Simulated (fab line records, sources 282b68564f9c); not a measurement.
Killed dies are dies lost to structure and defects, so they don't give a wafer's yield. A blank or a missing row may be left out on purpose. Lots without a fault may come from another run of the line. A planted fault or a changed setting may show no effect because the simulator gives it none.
fab line records | flow rit_cmos
record lots=6 wafers=18 last_day=7
route steps=202 shown SILICIDE@161 CONTACT@168 M1@202
lots that met no fault: from a run of the same line without faults
start_h: hours from the record's first day to the start of the lot's first wafer shown | wait_h: hours since the lot's step before | " the same as in the row above | L1.1+2: a row that stands for several wafers | - no value, or no start given | * or withheld: withheld | < > ~ a bound
route shown NAME@n: a module of which the file shows steps, and the number in the route of the first | usual: mean/standard deviation of fault-free wafers | same: alike in all rows | chamber/n: place in a boat | sites: the reading at each site | _std_site: their standard deviation | _edge_site: outer sites' mean less inner sites' | radius_mm: how far each site lies from the wafer's centre | mask NAME#n: copy n | behind: the tool/chamber that last shaped the wafer | hold: why the lot was held/for how many hours/how that ended | device: the transistor (n, p or np) that didn't switch | end of line: the same wafers' tests at the end of the route | a step without rows: its recipe alone | killed: dies lost to structure and defects at the first sort, not the wafer's yield | map: a wafer's dies, x killed, . not, _ none there
set.NAME: the setting as run; set.NAME@STEP: as run at that earlier step | model.NAME: the simulator's own value behind a step, which no gauge read
lots at some steps of the route; a table a step, a row a wafer
services: from which hour (start_h, from the record's first day; less than 0 if before it) a tool's chamber was out of use, for how many hours, and why
## steps
# step RIT_SILICIDE_WET_ETCH_00
# recipe chemistry=BOE target=SiO2 target_depth_nm=14 time_s=15 dry=n2_spin dilution=10:1 temp_c=21.5
# step RIT_SILICIDE_SPUTTER_01
# recipe material=Ti target_thk_nm=30 power_w=350 chamber_pressure_pa=0.667 gas=Ar time_s=240 substrate_temp_c=25
# usual throttle_valve_pct=30.0/0.96
# columns lot.wafer tool chamber start_h wait_h throttle_valve_pct
L896.3 pvd_sputter-01 - 71.54 0.0 30.4
L896.4 " - " " 29.8
L896.6 " - " " 29.5
L901.3 pvd_sputter-02 - 96.23 0.0 28.4
L901.5 " - " " 28.5
L901.6 " - " " 29.2
L902.2 pvd_sputter-01 - 100.04 0.0 29.3
L902.4 " - " " 30.1
L902.5 " - " " 30.5
L910.1 pvd_sputter-02 - 139.95 0.0 28.9
L910.3 " - " " 30.5
L910.5 " - " " 31.6
L912.2 pvd_sputter-02 - 149.72 0.0 28.3
L912.3 " - " " 28.9
L912.6 " - " " 31.9
L913.2 pvd_sputter-03 - 155.49 0.0 30.8
L913.3 " - " " 30.7
L913.6 " - " " 30.3
# step RIT_SILICIDE_RS_MEAS_02
# recipe thk_meas_gauge=four-point-probe reads=Ti_of_SILICIDE_SPUTTER_01
# usual SILICIDE_TI_RS=47.8/0.95
# columns lot.wafer tool chamber start_h wait_h SILICIDE_TI_RS[ohm/sq]
L896.3 film_metro-01 - 71.73 0.1 47.1
L896.4 " - " " 48.6
L896.6 " - " " 48.6
L901.3 film_metro-03 - 96.42 0.1 45.3
L901.5 " - " " 45.5
L901.6 " - " " 46.3
L902.2 film_metro-01 - 100.21 0.1 47.3
L902.4 " - " " 45.9
L902.5 " - " " 45.8
L910.1 film_metro-01 - 140.10 0.1 48.1
L910.3 " - " " 49.4
L910.5 " - " " 47.8
L912.2 film_metro-02 - 149.89 0.1 47.1
L912.3 " - " " 48.5
L912.6 " - " " 48.0
L913.2 film_metro-01 - 155.66 0.1 48.6
L913.3 " - " " 48.4
L913.6 " - " " 48.0
# step RIT_SILICIDE_THK_MEAS_03
# recipe thk_meas_gauge=xrf reads=Ti_of_SILICIDE_SPUTTER_01
# usual SILICIDE_TI_THK=30.0/0.49
# columns lot.wafer tool chamber start_h wait_h SILICIDE_TI_THK[nm]
L896.3 film_metro-01 - 71.83 0.1 30.7
L896.4 " - " " 29.8
L896.6 " - " " 29.8
L901.3 film_metro-03 - 96.52 0.1 31.5
L901.5 " - " " 31.3
L901.6 " - " " 30.9
L902.2 film_metro-01 - 100.32 0.1 30.3
L902.4 " - " " 31.2
L902.5 " - " " 31.2
L910.1 film_metro-01 - 140.22 0.1 30.0
L910.3 " - " " 29.2
L910.5 " - " " 29.9
L912.2 film_metro-02 - 150.00 0.1 30.3
L912.3 " - " " 29.8
L912.6 " - " " 29.8
L913.2 film_metro-01 - 155.77 0.1 29.6
L913.3 " - " " 29.9
L913.6 " - " " 29.9
# step RIT_SILICIDE_RTA_04
# recipe temp_c=650 time_s=10 idle_temp_c=25 ramp_up_s=5 ramp_down_s=5 cool_to_c=25 ambient=N2
# usual wafer_temp_C_max=652.9/1.2
# columns lot.wafer tool chamber start_h wait_h wafer_temp_C_max
L896.3 rtp_anneal-02 0 71.89 0.1 654.5
L896.4 " 0 " " 653.3
L896.6 " 0 " " 654.6
L901.3 rtp_anneal-01 0 96.58 0.1 652.5
L901.5 " 0 " " 651.2
L901.6 " 0 " " 651.7
L902.2 rtp_anneal-02 0 100.38 0.1 653.6
L902.4 " 0 " " 654.3
L902.5 " 0 " " 655.4
L910.1 rtp_anneal-02 0 140.28 0.1 654.5
L910.3 " 0 " " 654.4
L910.5 " 0 " " 654.2
L912.2 rtp_anneal-02 0 150.06 0.1 654.1
L912.3 " 0 " " 654.6
L912.6 " 0 " " 653.8
L913.2 rtp_anneal-01 0 155.84 0.1 651.3
L913.3 " 0 " " 651.8
L913.6 " 0 " " 651.5
# step RIT_SILICIDE_WET_ETCH_05
# recipe chemistry=SPM target=Ti temp_c=90 time_s=120 dry=n2_spin
# step RIT_SILICIDE_RTA_06
# recipe temp_c=750 time_s=10 idle_temp_c=25 ramp_up_s=5 ramp_down_s=10 cool_to_c=25 ambient=N2
# usual wafer_temp_C_max=753.5/1.5
# columns lot.wafer tool chamber start_h wait_h wafer_temp_C_max
L896.3 rtp_anneal-01 0 72.00 0.0 751.5
L896.4 " 0 " " 752.0
L896.6 " 0 " " 751.7
L901.3 rtp_anneal-02 0 96.69 0.0 753.4
L901.5 " 0 " " 756.0
L901.6 " 0 " " 754.4
L902.2 rtp_anneal-01 0 100.49 0.0 750.8
L902.4 " 0 " " 751.2
L902.5 " 0 " " 751.8
L910.1 rtp_anneal-01 0 140.40 0.0 752.3
L910.3 " 0 " " 752.8
L910.5 " 0 " " 753.1
L912.2 rtp_anneal-01 0 150.17 0.0 751.6
L912.3 " 0 " " 752.0
L912.6 " 0 " " 751.6
L913.2 rtp_anneal-02 0 155.94 0.0 754.0
L913.3 " 0 " " 754.5
L913.6 " 0 " " 755.3
# step RIT_CONTACT_CVD_00
# recipe material=SiO2 target_thk_nm=400 precursor=TEOS temp_c=390 time_s=61 rf_w=400
# usual heater_power_w=325/47
# columns lot.wafer tool chamber start_h wait_h heater_power_w
L896.3 pecvd-02 2 72.07 0.1 363
L896.4 " 0 " " 281
L896.6 " 0 " " 211
L901.3 pecvd-03 2 96.73 0.0 283
L901.5 " 2 " " 289
L901.6 " 0 " " 362
L902.2 pecvd-04 2 100.55 0.0 427
L902.4 " 2 " " 326
L902.5 " 0 " " 382
L910.1 pecvd-03 2 140.46 0.1 248
L910.3 " 0 " " 348
L910.5 " 1 " " 298
L912.2 pecvd-02 2 150.23 0.0 356
L912.3 " 0 " " 276
L912.6 " 0 " " 294
L913.2 pecvd-03 0 156.00 0.0 350
L913.3 " 2 " " 306
L913.6 " 0 " " 366
# step RIT_CONTACT_THK_MEAS_01
# recipe reads=SiO2_of_CONTACT_CVD_00
# usual CONTACT_TEOS_THK=398/6.4
# columns lot.wafer tool chamber start_h wait_h CONTACT_TEOS_THK[nm]
L896.3 film_metro-01 - 72.14 0.0 405
L896.4 " - " " 397
L896.6 " - " " 393
L901.3 film_metro-04 - 96.80 0.0 392
L901.5 " - " " 402
L901.6 " - " " 407
L902.2 film_metro-03 - 100.61 0.0 399
L902.4 " - " " 403
L902.5 " - " " 405
L910.1 film_metro-03 - 140.51 0.0 395
L910.3 " - " " 401
L910.5 " - " " 406
L912.2 film_metro-04 - 150.29 0.0 388
L912.3 " - " " 384
L912.6 " - " " 390
L913.2 film_metro-03 - 156.06 0.0 405
L913.3 " - " " 401
L913.6 " - " " 409
# step RIT_CONTACT_HMDS_02
# recipe prime_time_s=60 prime_temp_c=140
# step RIT_CONTACT_COAT_03
# recipe resist=NOVOLAK spin_rpm=3250 resist_thk_nm=1000
# step RIT_CONTACT_SOFTBAKE_04
# recipe resist=NOVOLAK temp_c=90 time_s=60
# step RIT_CONTACT_EXPOSE_05
# recipe mask_id=M11 na=0.6 source_shape=conventional sigma_outer=0.5 target_cd_nm=1000 dose_mj=250
# usual exposure_dose_mJ_cm2=250.03/0.25
# columns lot.wafer tool chamber start_h wait_h mask exposure_dose_mJ_cm2
L896.3 iline_stepper-01 0 72.80 0.2 M11#0 250.17
L896.4 " 0 " " M11#0 250.28
L896.6 " 0 " " M11#0 249.84
L901.3 iline_stepper-01 0 97.46 0.2 M11#0 249.93
L901.5 " 0 " " M11#0 249.84
L901.6 " 0 " " M11#0 249.75
L902.2 iline_stepper-02 0 101.26 0.2 M11#0 250.21
L902.4 " 0 " " M11#0 250.00
L902.5 " 0 " " M11#0 250.12
L910.1 iline_stepper-01 0 141.20 0.2 M11#0 240.69
L910.3 " 0 " " M11#0 240.58
L910.5 " 0 " " M11#0 240.59
L912.2 iline_stepper-02 0 150.81 0.1 M11#0 250.34
L912.3 " 0 " " M11#0 250.48
L912.6 " 0 " " M11#0 250.39
L913.2 iline_stepper-01 0 156.70 0.2 M11#0 242.22
L913.3 " 0 " " M11#0 242.58
L913.6 " 0 " " M11#0 242.34
# step RIT_CONTACT_PEB_06
# recipe resist=NOVOLAK temp_c=withheld time_s=withheld
# step RIT_CONTACT_DEVELOP_07
# recipe resist=NOVOLAK develop_time_s=120 dev_temp_c=23
# step RIT_CONTACT_CD_MEAS_08
# recipe target_cd_nm=1000
# usual cd_nm=999.9/2.7
# columns lot.wafer tool chamber start_h wait_h cd_nm
L896.3 cd_sem-01 - 73.31 - 999.1
L896.4 " - " " 996.0
L896.6 " - " " 997.1
L901.3 cd_sem-02 - 97.97 - 998.5
L901.5 " - " " 998.6
L901.6 " - " " 999.9
L902.2 cd_sem-02 - 101.77 - 1001.3
L902.4 " - " " 1000.8
L902.5 " - " " 1001.9
L910.1 cd_sem-01 - 141.83 - 988.9
L910.3 " - " " 989.4
L910.5 " - " " 988.5
L912.2 cd_sem-01 - 151.33 - 1002.6
L912.3 " - " " 1000.8
L912.6 " - " " 1001.9
L913.2 cd_sem-01 - 157.22 - 989.2
L913.3 " - " " 988.5
L913.6 " - " " 989.9
# step RIT_CONTACT_OVL_MEAS_09
# usual CONTACT_OVL=-0.9/1.2
# columns lot.wafer tool chamber start_h wait_h CONTACT_OVL[nm]
L896.3 overlay-02 - 73.41 0.1 -2.0
L896.4 " - " " -3.7
L896.6 " - " " -2.0
L901.3 overlay-02 - 98.07 0.1 -2.3
L901.5 " - " " -2.1
L901.6 " - " " -1.9
L902.2 overlay-01 - 101.88 0.1 -0.4
L902.4 " - " " -1.5
L902.5 " - " " -0.9
L910.1 overlay-02 - 141.95 0.1 -1.7
L910.3 " - " " -2.5
L910.5 " - " " -1.7
L912.2 overlay-02 - 151.43 0.1 -0.2
L912.3 " - " " -0.8
L912.6 " - " " -0.4
L913.2 overlay-01 - 157.33 0.1 -1.0
L913.3 " - " " -2.2
L913.6 " - " " -0.6
# step RIT_CONTACT_HARDBAKE_10
# recipe resist=NOVOLAK temp_c=140 time_s=60
# step RIT_CONTACT_ETCH_11
# recipe target_depth_a=4800 over_etch_frac=0.2 stop_on=TiSi2 chemistry=CHF3/CF4/Ar target=SiO2 CHF3_flow_sccm=50 cf4_flow_sccm=10 Ar_flow_sccm=100 O2_flow_sccm=5 pressure_mtorr=100 rf_w=200 time_s=320
# usual chamber_pressure_mTorr=100.00/0.087 drypump_motor_current_A=5.9/0.42 oes_product_au=0.988/0.014 throttle_valve_pct=8.73/0.097
# columns lot.wafer tool chamber start_h wait_h chamber_pressure_mTorr drypump_motor_current_A oes_product_au rf_hours_counter_h throttle_valve_pct model.CONTACT.cd_nm
L896.3 rie_diel-02 0 73.58 0.1 99.91 6.4 0.995 138 8.79 999.3
L896.4 " 1 " " 100.09 5.8 0.996 53 8.62 996
L896.6 " 1 " " 99.84 5.8 1.001 - 8.61 996.9
L901.3 rie_diel-02 3 98.24 0.1 99.86 5.5 1.010 97 8.92 997.9
L901.5 " 0 " " 99.94 6.4 0.992 - 8.80 998.8
L901.6 " 1 " " 100.02 5.8 0.995 - 8.63 1000
L902.2 rie_diel-02 3 102.08 0.1 100.15 5.4 1.007 97 8.91 1001
L902.4 " 1 " " 99.98 5.8 0.994 54 8.61 1001
L902.5 " 2 " " 100.01 5.4 0.956 - 8.84 1001
L910.1 rie_diel-03 0 142.16 0.1 100.09 5.7 0.993 141 8.78 989.5
L910.3 " 2 " " 99.88 6.7 0.973 52 8.75 988.7
L910.5 " 1 " " 99.99 5.4 0.988 - 8.64 989
L912.2 rie_diel-01 1 151.61 0.1 100.05 5.6 0.974 145 8.75 1003
L912.3 " 0 " " 99.94 5.8 1.000 116 8.52 1000
L912.6 " 2 " " 99.82 5.4 0.998 - 8.77 1002
L913.2 rie_diel-02 3 157.51 0.1 100.14 5.5 1.011 99 8.93 988.9
L913.3 " 1 " " 100.08 5.8 0.996 55 8.61 988.7
L913.6 " 3 " " 99.95 5.5 1.014 - 8.92 989.3
# step RIT_CONTACT_STRIP_12
# recipe chemistry=O2 time_s=180 resist=NOVOLAK platen_temp_c=withheld power_w=500 pressure_mtorr=4000 o2_flow_sccm=4000
# usual chamber_pressure_mTorr=4000/4.1 drypump_motor_current_A=5.9/0.39
# columns lot.wafer tool chamber start_h wait_h chamber_pressure_mTorr drypump_motor_current_A rf_hours_counter_h
L896.3 plasma_asher-04 0 73.83 0.2 4006 6.3 -
L896.4 " 1 " " 4008 6.1 -
L896.6 " 1 " " 4000 6.1 -
L901.3 plasma_asher-03 1 98.49 0.2 4000 5.6 -
L901.5 " 0 " " 4007 6.3 -
L901.6 " 1 " " 3999 5.6 -
L902.2 plasma_asher-04 1 102.27 0.1 3998 6.1 49
L902.4 " 1 " " 4002 6.1 -
L902.5 " 1 " " 3993 6.1 -
L910.1 plasma_asher-03 0 142.35 0.1 3994 6.3 38
L910.3 " 0 " " 4001 6.3 -
L910.5 " 1 " " 3995 5.6 -
L912.2 plasma_asher-03 1 151.81 0.1 3995 5.5 39
L912.3 " 1 " " 4003 5.5 -
L912.6 " 0 " " 3998 6.3 -
L913.2 plasma_asher-04 1 157.70 0.1 4000 6.1 56
L913.3 " 1 " " 4000 6.1 -
L913.6 " 0 " " 3997 6.3 -
# step RIT_M1_PROBE_99
# usual killed_at_contacts=0.1/0.23 killed_at_front_end=7/3.1 killed_dies=7/3.1 killed_open=3.4/2.1 killed_short=3.5/2
# same gross_dies=264 killed_at_M0_to_M3=0 killed_at_M4_up=0 killed_at_back_side=0 killed_at_other=0
# columns lot.wafer tool chamber start_h wait_h killed_at_contacts killed_at_front_end killed_dies killed_open killed_short model.etest.contact_to_gate.bv_right_v
L896.3 prober-02 - 79.06 0.2 0 5 5 0 5 93.77
L896.4 prober-02 - 79.11 0.2 0 4 4 2 2 91.93
L896.6 prober-02 - 79.21 0.2 0 2 2 0 2 90.47
L901.3 prober-01 - 103.34 0.2 0 5 5 2 3 92.27
L901.5 prober-01 - 103.44 0.2 0 9 9 6 3 89.94
L901.6 prober-01 - 103.49 0.2 0 6 6 4 2 89.43
L902.2 prober-02 - 107.14 0.1 0 9 9 4 5 87.9
L902.4 prober-02 - 107.24 0.2 0 5 5 4 1 91.15
L902.5 prober-02 - 107.29 0.2 0 6 6 5 1 89.7
L910.1 prober-01 - 147.03 0.1 0 4 4 1 3 94.35
L910.3 prober-01 - 147.13 0.2 0 4 4 2 2 91.56
L910.5 prober-01 - 147.23 0.2 0 9 9 6 3 94.69
L912.2 prober-01 - 156.51 0.1 0 8 8 4 4 89.33
L912.3 prober-01 - 156.56 0.2 0 6 6 4 2 90.71
L912.6 prober-01 - 156.71 0.2 0 3 3 2 1 88.32
L913.2 prober-02 - 162.41 0.1 0 5 5 3 2 92.21
L913.3 prober-02 - 162.46 0.2 1 7 8 5 3 95.46
L913.6 prober-02 - 162.61 0.2 0 11 11 5 6 90.96
# killed by level:class
L896.3 SPACER:geometric_particle:short=3 FOX1:geometric_particle:short=1 FOX2:geometric_particle:short=1
L896.4 GATE:geometric_particle:open=1 SPACER:geometric_particle:short=1 SILICIDE:geometric_particle:open=1 SILICIDE:geometric_particle:short=1
L896.6 GATE:geometric_particle:short=2
L901.3 GATE:geometric_particle:short=2 FOX1:geometric_particle:short=1 GATE:geometric_particle:open=1 SILICIDE:geometric_particle:open=1
L901.5 GATE:geometric_particle:open=3 GATE:geometric_particle:short=3 FOX1:geometric_particle:open=1 SPACER:geometric_particle:open=1 SILICIDE:geometric_particle:open=1
L901.6 GATE:geometric_particle:open=4 GATE:geometric_particle:short=2
L902.2 FOX1:geometric_particle:short=2 FOX2:geometric_particle:short=2 FOX1:geometric_particle:open=1 FOX2:geometric_particle:open=1 GATE:geometric_particle:short=1 GATE:geometric_particle:open=1 REOX:geometric_particle:open=1
L902.4 FOX1:geometric_particle:open=2 GATE:geometric_particle:short=1 SILICIDE:geometric_particle:open=1 REOX:geometric_particle:open=1
L902.5 GATE:geometric_particle:open=2 SILICIDE:geometric_particle:open=2 FOX2:geometric_particle:open=1 REOX:geometric_particle:short=1
L910.1 GATE:geometric_particle:short=1 SPACER:geometric_particle:open=1 SPACER:geometric_particle:short=1 SILICIDE:geometric_particle:short=1
L910.3 FOX1:geometric_particle:open=1 GATE:geometric_particle:open=1 GATE:geometric_particle:short=1 SILICIDE:geometric_particle:short=1
L910.5 GATE:geometric_particle:short=3 SPACER:geometric_particle:open=2 FOX1:geometric_particle:open=1 GATE:geometric_particle:open=1 REOX:geometric_particle:open=1 SILICIDE:geometric_particle:open=1
L912.2 GATE:geometric_particle:open=4 GATE:geometric_particle:short=3 REOX:geometric_particle:short=1
L912.3 GATE:geometric_particle:open=3 FOX1:geometric_particle:short=1 FOX2:geometric_particle:open=1 GATE:geometric_particle:short=1
L912.6 GATE:geometric_particle:open=2 GATE:geometric_particle:short=1
L913.2 GATE:geometric_particle:open=2 GATE:geometric_particle:short=1 SPACER:geometric_particle:open=1 SILICIDE:geometric_particle:short=1
L913.3 SPACER:geometric_particle:short=2 GATE:geometric_particle:short=1 GATE:geometric_particle:open=1 REOX:geometric_particle:open=1 SPACER:geometric_particle:open=1 SILICIDE:geometric_particle:open=1 CONTACT:geometric_particle:open=1
L913.6 GATE:geometric_particle:short=6 GATE:geometric_particle:open=3 SPACER:geometric_particle:open=2
## services
# columns tool chamber start_h hours kind
rie_diel-02 2 48.25 9.4 repair
rie_diel-02 - 62.39 2.6 repair
pvd_sputter-02 - 72.27 1.3 repair
rie_diel-01 - 73.55 2.8 pm
pecvd-02 - 74.62 14.6 pm
plasma_asher-03 - 93.85 2.8 pm
rie_diel-03 1 99.89 - clean
rie_diel-03 1 99.89 15.5 scheduled_down
rie_diel-03 1 99.89 15.5 vent_cycle
rie_diel-03 - 106.14 1.3 repair
pvd_sputter-02 - 112.42 6.0 repair
pecvd-03 0 112.44 3.9 repair
iline_stepper-01 - 122.91 1.7 pm
rie_diel-03 - 124.90 0.2 repair
pecvd-04 1 131.31 4.6 repair
rie_diel-01 2 137.30 2.8 repair
plasma_asher-04 - 143.73 0.8 repair
rie_diel-02 0 144.55 7.6 repair
rie_diel-02 2 157.11 - clean
rie_diel-02 2 157.11 11.8 scheduled_down
rie_diel-02 2 157.11 11.8 vent_cycle
## key
first_sign step=RIT_CONTACT_EXPOSE_05 reading=exposure_dose_mJ_cm2 direction=down sigmas=34 usual=250.03 struck=241.50
effect step=RIT_CONTACT_CD_MEAS_08 reading=cd_nm direction=down sigmas=4.1 usual=999.9 struck=989.1 through=control_loop
model_effect step=RIT_CONTACT_ETCH_11 value=CONTACT.cd_nm without=998.7 struck=989
model_effect step=RIT_M1_PROBE_99 value=etest.contact_to_gate.bv_right_v without=90.78 struck=93.21
met_at RIT_CONTACT_EXPOSE_05
struck_wafers L910.1,L910.3,L910.5,L913.2,L913.3,L913.6
tester_left_out L910,L913
loop_trim step=RIT_CONTACT_EXPOSE_05 setting=dose lots=L913
onset_between 97.46 141.20
fault kind=process_parameter_drift tool=iline_stepper-01 chamber=- onset_h=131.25 steps=RIT_CONTACT_EXPOSE_05 channel=dose_mj offset=-9.3987 shape=step acts_in=these_recipes_only stated=250
# tester_left_out: of these lots the tester's yield and bins aren't shown, on N5 and GAA mostly nor the transistor test; their killed dies are dies lost to structure and defects alone, not to doping, threshold or leakage, so they don't give the yield
# loop_trim: a control loop set the setting to another value than it would have without faults
